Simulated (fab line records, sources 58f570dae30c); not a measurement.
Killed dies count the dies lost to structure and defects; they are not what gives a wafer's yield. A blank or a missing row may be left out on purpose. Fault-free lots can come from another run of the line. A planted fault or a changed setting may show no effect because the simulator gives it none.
Which of the tools did it? / flow berkeley_cmos170 / 42 wafers from 14 lots sampled at 7 of the route's 331 steps

== WHAT THE GAUGES SHOWED, per wafer ==
UCB170_NSD_CD_MEAS_06 targets a cd of 1200 nm.
lot=L549; measured=day 6 11:08; on=cd_sem-01; cd_nm (nm)=1200.7 1200.7 1198.8
lot=L550; measured=day 7 04:10; on=cd_sem-01; cd_nm (nm)=1202.5 1201.9 1202.9
lot=L553; measured=day 7 14:25; on=cd_sem-02; cd_nm (nm)=1199.5 1199.7 1199.5
lot=L551; measured=day 7 14:40; on=cd_sem-01; cd_nm (nm)=1200.6 1200.2 1200.6
lot=L552; measured=day 7 14:54; on=cd_sem-02; cd_nm (nm)=1197.9 1198.3 1199.7
lot=L554; measured=day 8 11:43; on=cd_sem-01; cd_nm (nm)=1200.3 1199.2 1199.1
lot=L556; measured=day 8 19:05; on=cd_sem-02; cd_nm (nm)=1200.0 1199.8 1201.4
lot=L557; measured=day 8 19:22; on=cd_sem-01; cd_nm (nm)=1199.3 1200.5 1199.2
lot=L559; measured=day 9 05:31; on=cd_sem-01; cd_nm (nm)=1200.5 1201.6 1200.6
lot=L561; measured=day 9 12:54; on=cd_sem-01; cd_nm (nm)=1200.7 1200.5 1200.9
lot=L565; measured=day 10 13:44; on=cd_sem-02; cd_nm (nm)=1195.8 1195.2 1197.0
lot=L571; measured=day 11 05:17; on=cd_sem-02; cd_nm (nm)=1201.2 1201.0 1201.5
lot=L569; measured=day 11 05:22; on=cd_sem-02; cd_nm (nm)=1201.3 1200.8 1201.9
lot=L570; measured=day 11 05:37; on=cd_sem-02; cd_nm (nm)=1197.9 1200.9 1199.7

UCB170_NSD_OVL_MEAS_07.
lot=L549; measured=day 6 11:16; on=overlay-02; NSD_OVL (nm)=-11 3 -4
lot=L550; measured=day 7 04:17; on=overlay-02; NSD_OVL (nm)=3 0 5
lot=L553; measured=day 7 14:32; on=overlay-02; NSD_OVL (nm)=4 -3 2
lot=L551; measured=day 7 14:47; on=overlay-01; NSD_OVL (nm)=6 7 8
lot=L552; measured=day 7 15:01; on=overlay-02; NSD_OVL (nm)=-3 -4 -5
lot=L554; measured=day 8 11:50; on=overlay-01; NSD_OVL (nm)=3 3 0
lot=L556; measured=day 8 19:11; on=overlay-02; NSD_OVL (nm)=-1 -2 -4
lot=L557; measured=day 8 19:26; on=overlay-01; NSD_OVL (nm)=0 -6 3
lot=L559; measured=day 9 05:37; on=overlay-02; NSD_OVL (nm)=-3 -3 0
lot=L561; measured=day 9 13:01; on=overlay-01; NSD_OVL (nm)=-2 -4 -3
lot=L565; measured=day 10 13:50; on=overlay-02; NSD_OVL (nm)=-10 -9 -8
lot=L571; measured=day 11 05:23; on=overlay-02; NSD_OVL (nm)=3 4 3
lot=L569; measured=day 11 05:29; on=overlay-01; NSD_OVL (nm)=1 -3 4
lot=L570; measured=day 11 05:44; on=overlay-02; NSD_OVL (nm)=-10 -12 -8

UCB170_NSD_TW_MEAS_10.
lot=L549; measured=day 6 11:32; on=film_metro-02; NSD_TW=4189 4188 4198
lot=L550; measured=day 7 04:34; on=film_metro-03; NSD_TW=4244 4241 4252
lot=L553; measured=day 7 14:50; on=film_metro-02; NSD_TW=4208 4220 4225
lot=L551; measured=day 7 15:04; on=film_metro-04; NSD_TW=4139 4114 4138
lot=L552; measured=day 7 15:19; on=film_metro-03; NSD_TW=4222 4227 4235
lot=L554; measured=day 8 12:07; on=film_metro-03; NSD_TW=4175 4185 4204
lot=L556; measured=day 8 19:29; on=film_metro-03; NSD_TW=4188 4203 4200
lot=L557; measured=day 8 19:44; on=film_metro-04; NSD_TW=4117 4091 4111
lot=L559; measured=day 9 05:55; on=film_metro-04; NSD_TW=4140 4136 4138
lot=L561; measured=day 9 13:18; on=film_metro-03; NSD_TW=4194 4201 4200
lot=L565; measured=day 10 14:07; on=film_metro-02; NSD_TW=4002 4000 3998 4000 3981 3990
lot=L571; measured=day 11 05:40; on=film_metro-03; NSD_TW=4143 4126 4120
lot=L569; measured=day 11 05:46; on=film_metro-04; NSD_TW=3974 3991 3990 4001 3979 3988
lot=L570; measured=day 11 06:01; on=film_metro-03; NSD_TW=4157 4142 4150

UCB170_SDANNEAL_RS_MEAS_03: measures by four-point-probe.
lot=L549; measured=day 6 13:09; on=film_metro-02; NSD_RS (ohm/sq)=37.12 37.03 37.07
lot=L550; measured=day 7 05:47; on=film_metro-04; NSD_RS (ohm/sq)=37.17 37.22 37.25
lot=L553; measured=day 7 17:37; on=film_metro-03; NSD_RS (ohm/sq)=37.30 37.31 37.31
lot=L551; measured=day 7 17:26; on=film_metro-04; NSD_RS (ohm/sq)=37.34 37.15 37.25
lot=L552; measured=day 7 17:44; on=film_metro-02; NSD_RS (ohm/sq)=37.08 37.22 37.20
lot=L554; measured=day 8 13:20; on=film_metro-02; NSD_RS (ohm/sq)=37.16 37.17 37.10
lot=L556; measured=day 8 20:53; on=film_metro-02; NSD_RS (ohm/sq)=37.20 37.28 37.17
lot=L557; measured=day 8 21:07; on=film_metro-04; NSD_RS (ohm/sq)=37.26 37.23 37.32
lot=L559; measured=day 9 07:15; on=film_metro-04; NSD_RS (ohm/sq)=37.31 37.16 37.16
lot=L561; measured=day 9 15:16; on=film_metro-03; NSD_RS (ohm/sq)=37.11 37.17 37.10
lot=L565; measured=day 10 17:58; on=film_metro-03; NSD_RS (ohm/sq)=44.77 44.83 44.74 44.81 44.79 44.64
lot=L571; measured=day 11 08:30; on=film_metro-02; NSD_RS (ohm/sq)=37.19 37.16 37.24
lot=L569; measured=day 11 10:42; on=film_metro-03; NSD_RS (ohm/sq)=44.69 44.66 44.78 44.69 44.61 44.72
lot=L570; measured=day 11 08:36; on=film_metro-04; NSD_RS (ohm/sq)=37.17 37.13 37.09

UCB170_SDANNEAL_RS_MEAS_04: measures by four-point-probe.
lot=L549; measured=day 6 13:16; on=film_metro-02; PLDD_RS (ohm/sq)=1028.8 1029.0 1027.0
lot=L550; measured=day 7 05:54; on=film_metro-04; PLDD_RS (ohm/sq)=1028.6 1031.2 1028.9
lot=L553; measured=day 7 17:44; on=film_metro-03; PLDD_RS (ohm/sq)=1029.3 1032.1 1034.5
lot=L551; measured=day 7 17:34; on=film_metro-04; PLDD_RS (ohm/sq)=1031.3 1032.0 1031.5
lot=L552; measured=day 7 17:52; on=film_metro-02; PLDD_RS (ohm/sq)=1029.9 1031.6 1033.2
lot=L554; measured=day 8 13:27; on=film_metro-02; PLDD_RS (ohm/sq)=1025.9 1028.4 1026.3
lot=L556; measured=day 8 21:00; on=film_metro-02; PLDD_RS (ohm/sq)=1030.7 1032.1 1031.9
lot=L557; measured=day 8 21:14; on=film_metro-04; PLDD_RS (ohm/sq)=1029.8 1033.0 1033.9
lot=L559; measured=day 9 07:22; on=film_metro-04; PLDD_RS (ohm/sq)=1027.5 1027.4 1028.9
lot=L561; measured=day 9 15:23; on=film_metro-03; PLDD_RS (ohm/sq)=1025.0 1027.3 1028.3
lot=L571; measured=day 11 08:37; on=film_metro-02; PLDD_RS (ohm/sq)=1025.0 1027.1 1025.0
lot=L570; measured=day 11 08:43; on=film_metro-04; PLDD_RS (ohm/sq)=1032.7 1029.9 1033.0

== WHICH TOOL RAN EACH LOT (tool, then ch and the chambers of the sampled wafers, then the start) ==
lot=L549; UCB170_NSD_IMPLANT_08=implanter-03 ch 0, day 6 11:17; UCB170_NSD_STRIP_09=plasma_asher-02 ch 0,1, day 6 11:26
lot=L550; UCB170_NSD_IMPLANT_08=implanter-02 ch 0, day 7 04:19; UCB170_NSD_STRIP_09=plasma_asher-02 ch 0,1, day 7 04:28
lot=L553; UCB170_NSD_IMPLANT_08=implanter-02 ch 0, day 7 14:35; UCB170_NSD_STRIP_09=plasma_asher-02 ch 0,1, day 7 14:44
lot=L551; UCB170_NSD_IMPLANT_08=implanter-03 ch 0, day 7 14:49; UCB170_NSD_STRIP_09=plasma_asher-03 ch 0,1, day 7 14:58
lot=L552; UCB170_NSD_IMPLANT_08=implanter-04 ch 0, day 7 15:04; UCB170_NSD_STRIP_09=plasma_asher-01 ch 0,1, day 7 15:13
lot=L554; UCB170_NSD_IMPLANT_08=implanter-02 ch 0, day 8 11:52; UCB170_NSD_STRIP_09=plasma_asher-02 ch 0,1, day 8 12:01
lot=L556; UCB170_NSD_IMPLANT_08=implanter-02 ch 0, day 8 19:14; UCB170_NSD_STRIP_09=plasma_asher-03 ch 0,1, day 8 19:22
lot=L557; UCB170_NSD_IMPLANT_08=implanter-04 ch 0, day 8 19:32; UCB170_NSD_STRIP_09=plasma_asher-02 ch 0,1, day 8 19:38
lot=L559; UCB170_NSD_IMPLANT_08=implanter-04 ch 0, day 9 05:41; UCB170_NSD_STRIP_09=plasma_asher-01 ch 0,1, day 9 05:48
lot=L561; UCB170_NSD_IMPLANT_08=implanter-04 ch 0, day 9 13:04; UCB170_NSD_STRIP_09=plasma_asher-01 ch 0,1, day 9 13:11
lot=L565; UCB170_NSD_IMPLANT_08=implanter-04 ch 0, day 10 13:54; UCB170_NSD_STRIP_09=plasma_asher-03 ch 0,1, day 10 14:02
lot=L571; UCB170_NSD_IMPLANT_08=implanter-03 ch 0, day 11 05:27; UCB170_NSD_STRIP_09=plasma_asher-03 ch 0,1, day 11 05:35
lot=L569; UCB170_NSD_IMPLANT_08=implanter-04 ch 0, day 11 05:31; UCB170_NSD_STRIP_09=plasma_asher-01 ch 0,1, day 11 05:40
lot=L570; UCB170_NSD_IMPLANT_08=implanter-02 ch 0, day 11 05:46; UCB170_NSD_STRIP_09=plasma_asher-02 ch 0,1, day 11 05:55
- UCB170_NSD_IMPLANT_08
- UCB170_NSD_STRIP_09: strips in O2.

== WHAT THE TOOLS THEMSELVES READ (means of the sampled wafers that have a number; where no wafer has one, the mark that the record gives instead) ==
UCB170_NSD_IMPLANT_08.
lot=L549; tool=implanter-03; beam_energy_keV=39.997; dose_ions_cm2=3e+15; end_station_pressure_torr (Torr)=1.24e-05; faraday_current_uA=9219
lot=L550; tool=implanter-02; beam_energy_keV=40.004; dose_ions_cm2=3e+15; end_station_pressure_torr (Torr)=1.22e-05; faraday_current_uA=9215
lot=L553; tool=implanter-02; beam_energy_keV=40.021; dose_ions_cm2=3e+15; end_station_pressure_torr (Torr)=1.27e-05; faraday_current_uA=9403
lot=L551; tool=implanter-03; beam_energy_keV=39.997; dose_ions_cm2=3e+15; end_station_pressure_torr (Torr)=1.27e-05; faraday_current_uA=9103
lot=L552; tool=implanter-04; beam_energy_keV=40.008; dose_ions_cm2=3e+15; end_station_pressure_torr (Torr)=1.22e-05; faraday_current_uA=9194
lot=L554; tool=implanter-02; beam_energy_keV=40.006; dose_ions_cm2=3e+15; end_station_pressure_torr (Torr)=1.26e-05; faraday_current_uA=9201
lot=L556; tool=implanter-02; beam_energy_keV=40.003; dose_ions_cm2=3e+15; end_station_pressure_torr (Torr)=1.24e-05; faraday_current_uA=9313
lot=L557; tool=implanter-04; beam_energy_keV=40.001; dose_ions_cm2=3e+15; end_station_pressure_torr (Torr)=1.29e-05; faraday_current_uA=9448
lot=L559; tool=implanter-04; beam_energy_keV=39.998; dose_ions_cm2=3e+15; end_station_pressure_torr (Torr)=1.23e-05; faraday_current_uA=9054
lot=L561; tool=implanter-04; beam_energy_keV=40.004; dose_ions_cm2=3e+15; end_station_pressure_torr (Torr)=1.25e-05; faraday_current_uA=9279
lot=L565; tool=implanter-04; beam_energy_keV=39.996; dose_ions_cm2=2e+15; end_station_pressure_torr (Torr)=9.77e-06; faraday_current_uA=6598
lot=L571; tool=implanter-03; beam_energy_keV=39.995; dose_ions_cm2=3e+15; end_station_pressure_torr (Torr)=1.29e-05; faraday_current_uA=9489
lot=L569; tool=implanter-04; beam_energy_keV=39.990; dose_ions_cm2=2e+15; end_station_pressure_torr (Torr)=1.02e-05; faraday_current_uA=6653
lot=L570; tool=implanter-02; beam_energy_keV=39.991; dose_ions_cm2=3e+15; end_station_pressure_torr (Torr)=1.24e-05; faraday_current_uA=9383

UCB170_NSD_STRIP_09.
lot=L549; tool=plasma_asher-02; drypump_motor_current_A (A)=5.0; oes_product_au (a.u.)=0.533; strip_time_to_endpoint_s (s)=35.80
lot=L550; tool=plasma_asher-02; drypump_motor_current_A (A)=5.0; oes_product_au (a.u.)=0.535; strip_time_to_endpoint_s (s)=35.83
lot=L553; tool=plasma_asher-02; drypump_motor_current_A (A)=5.0; oes_product_au (a.u.)=0.533; strip_time_to_endpoint_s (s)=35.75
lot=L551; tool=plasma_asher-03; drypump_motor_current_A (A)=5.9; oes_product_au (a.u.)=0.535; strip_time_to_endpoint_s (s)=35.75
lot=L552; tool=plasma_asher-01; drypump_motor_current_A (A)=5.5; oes_product_au (a.u.)=0.536; strip_time_to_endpoint_s (s)=35.85
lot=L554; tool=plasma_asher-02; drypump_motor_current_A (A)=5.0; oes_product_au (a.u.)=0.532; strip_time_to_endpoint_s (s)=35.84
lot=L556; tool=plasma_asher-03; drypump_motor_current_A (A)=5.7; oes_product_au (a.u.)=0.534; strip_time_to_endpoint_s (s)=35.71
lot=L557; tool=plasma_asher-02; drypump_motor_current_A (A)=5.0; oes_product_au (a.u.)=0.532; strip_time_to_endpoint_s (s)=35.70
lot=L559; tool=plasma_asher-01; drypump_motor_current_A (A)=5.5; oes_product_au (a.u.)=0.533; strip_time_to_endpoint_s (s)=35.76
lot=L561; tool=plasma_asher-01; drypump_motor_current_A (A)=5.5; oes_product_au (a.u.)=0.533; strip_time_to_endpoint_s (s)=35.92
lot=L565; tool=plasma_asher-03; drypump_motor_current_A (A)=5.7; oes_product_au (a.u.)=0.566; strip_time_to_endpoint_s (s)=32.64
lot=L571; tool=plasma_asher-03; drypump_motor_current_A (A)=5.7; oes_product_au (a.u.)=0.534; strip_time_to_endpoint_s (s)=35.87
lot=L569; tool=plasma_asher-01; drypump_motor_current_A (A)=5.5; oes_product_au (a.u.)=0.565; strip_time_to_endpoint_s (s)=32.56
lot=L570; tool=plasma_asher-02; drypump_motor_current_A (A)=5.0; oes_product_au (a.u.)=0.532; strip_time_to_endpoint_s (s)=35.86

== THE ANSWER, worked out from the rows above alone ==
Rule: the usual values come from the lots themselves. The widest of any qualifying gaps counts: lots, ordered by their means at a reading, are off when they make up no more than a third of the lots, leave a main group of 4 or more, and stand apart from it by 3 or more times the standard deviation of that group's means. A main group whose means are all the same, to the digits that the tables above print for the reading, isn't used. A lot without any number at a reading at which 4 lots or more have one is off too. All remaining lots with rows at the step are treated as sound. Order of review: gauges by route order, followed by the tools' own readings, for which a lot's mean as printed above is used. The first step at which some lot is off is used, and at that step the reading that is off furthest; a lot without a number counts as furthest.
Off: L565, L569, seen at UCB170_SDANNEAL_RS_MEAS_03 (NSD_RS). For the main group the mean is 37.19 ohm/sq and the standard deviation 0.064.
If a tool, at a process step before that reading, ran all the lots that are off and no sound lot after the first of them, it fits. Not tried: the gauges at UCB170_SDANNEAL_RS_MEAS_03; whatever is off there is also off at UCB170_NSD_IMPLANT_08, on other tools, and gauge error can't account for it. One fits: implanter-04 at UCB170_NSD_IMPLANT_08. A fault onset in the window from L561 (day 9 13:04, its last sound lot) to L565 (day 10 13:54, its first lot off) fits.
The tool's own readings at UCB170_NSD_IMPLANT_08 bear it out: on the lots that are off they differ by more than 5 times the standard deviation of the sound lots' means. dose_ions_cm2 reads 2e+15 there against 3e+15 on the sound lots; end_station_pressure_torr reads 9.99e-06 Torr there against 1.25e-05 Torr on the sound lots; faraday_current_uA reads 6626 there against 9275 on the sound lots.

== WHAT HAD BEEN PUT IN BY THE SIMULATOR ==
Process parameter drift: implanter-04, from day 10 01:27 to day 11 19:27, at UCB170_NSD_IMPLANT_08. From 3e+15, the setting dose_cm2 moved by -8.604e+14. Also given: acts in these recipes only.
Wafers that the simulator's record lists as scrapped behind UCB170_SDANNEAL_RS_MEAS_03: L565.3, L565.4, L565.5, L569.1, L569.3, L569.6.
Shown lots that were struck: L565, L569. The rule above reached the same finding.
